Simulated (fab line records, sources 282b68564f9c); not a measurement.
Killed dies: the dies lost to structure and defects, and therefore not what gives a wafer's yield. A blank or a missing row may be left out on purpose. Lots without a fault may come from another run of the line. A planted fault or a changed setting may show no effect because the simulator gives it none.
Comparing a struck lot with a sound one -- flow rit-cmos -- 15 steps out of a route of 202
Sound: these wafers, L790.2, L790.4, L790.5. Wafers L791.1, L791.5, L791.6 were the ones struck. The cause is given at the end.
Per side, at each step with rows, come the tool, then ch with its chambers, and then its first start. Under that, the readings that differ: sound wafers -- struck wafers -- difference of the means -- sigmas: that difference in standard deviations of wafers without a fault.
alike: same words and numbers on both sides, and readings whose means sit less than 2 such deviations apart. not compared: any withheld reading, any reading some wafer has no value for, any bound like >300 that may hide the same value, and any number with overlapping values for which the record gives no deviation.
The two part at a step that has a row with sigmas, a row that says differs or no value, or rows on one side only. Numbers that have no deviation but don't overlap get no sigmas and don't part them. A reading that every wafer of one side lacks parts them only if that side has two wafers or more.

RIT_CONTACT_CVD_00: deposits SiO2 from TEOS, target thk 400 nm, time 61 s.
  sound on pecvd-02 ch 0,1, day 5 06:47; struck on pecvd-03 ch 1,2, day 5 02:37
  alike: heater-power-w
RIT_CONTACT_THK_MEAS_01:
  sound on film-metro-01 at day 5 06:51; struck on film-metro-04 at day 5 02:40
  alike: CONTACT_TEOS_THK
then, 6 steps without rows for these wafers: RIT_CONTACT_HMDS_02 (prime time 60 s); RIT_CONTACT_COAT_03 (resist thk 1000 nm); RIT_CONTACT_SOFTBAKE_04 (time 60 s); RIT_CONTACT_EXPOSE_05 (exposes mask M11, target cd 1000 nm); RIT_CONTACT_PEB_06; RIT_CONTACT_DEVELOP_07 (develop time 120 s).
RIT_CONTACT_CD_MEAS_08 targets a cd of 1000 nm.
  sound on cd-sem-02 at day 5 08:01; struck on cd-sem-02 at day 5 03:42
  alike: cd-nm
RIT_CONTACT_OVL_MEAS_09:
  sound on overlay-02 at day 5 08:07; struck on overlay-01 at day 5 03:49
  alike: CONTACT_OVL
then, 1 step without rows for these wafers: RIT_CONTACT_HARDBAKE_10 (time 60 s).
RIT_CONTACT_ETCH_11: etches SiO2 in CHF3/CF4/Ar, stops on TiSi2, target depth 480 nm, time 320 s.
  sound on rie-diel-02 ch 2,3, day 5 08:18; struck on rie-diel-01 ch 0,1,2, day 5 04:01
  alike: drypump-motor-current-A, oes-product-au, throttle-valve-pct
  not compared: rf-hours-counter-h
RIT_CONTACT_STRIP_12: strips in O2, time 172.5 s.
  sound on plasma-asher-03 ch 0,1, day 5 08:29; struck on plasma-asher-03 ch 0,1, day 5 04:12
  no value came back on the struck wafers for chamber-pressure-mTorr (mTorr), drypump-motor-current-A (A); on the sound wafers chamber-pressure-mTorr (mTorr) reads 4000 3998 4002
reading,sound,struck,difference,sigmas
model.NOVOLAK_of_CONTACT_COAT_03.thk-nm (nm),0 0 0,772.2 774 775.4,+773.9,
  not compared: rf-hours-counter-h
RIT_CONTACT_CD_MEAS_90 targets a cd of 1000 nm.
  sound on cd-sem-02 at day 5 08:41; struck on cd-sem-02 at day 5 04:23
  alike: cd-nm
RIT_M1_PROBE_99:
  sound on prober-01 at day 5 13:14; struck on prober-02 at day 5 09:01
reading,sound,struck,difference,sigmas
killed_at_M0_to_M3,0 0 0,256 261 252,+256,
killed-dies,5 5 4,264 264 264,+259,+93
killed-on-rim,2 2 1,70 70 70,+68,+49
  alike: killed-at-front-end, killed-open, killed-short

== WHERE THEY PART ==
Earliest at RIT_CONTACT_STRIP_12; latest, in this record, at RIT_M1_PROBE_99.

WHY: what the simulator had put in
Skipped step whole: plasma-asher-03, from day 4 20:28 on, at RIT_CONTACT_STRIP_12. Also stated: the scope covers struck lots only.
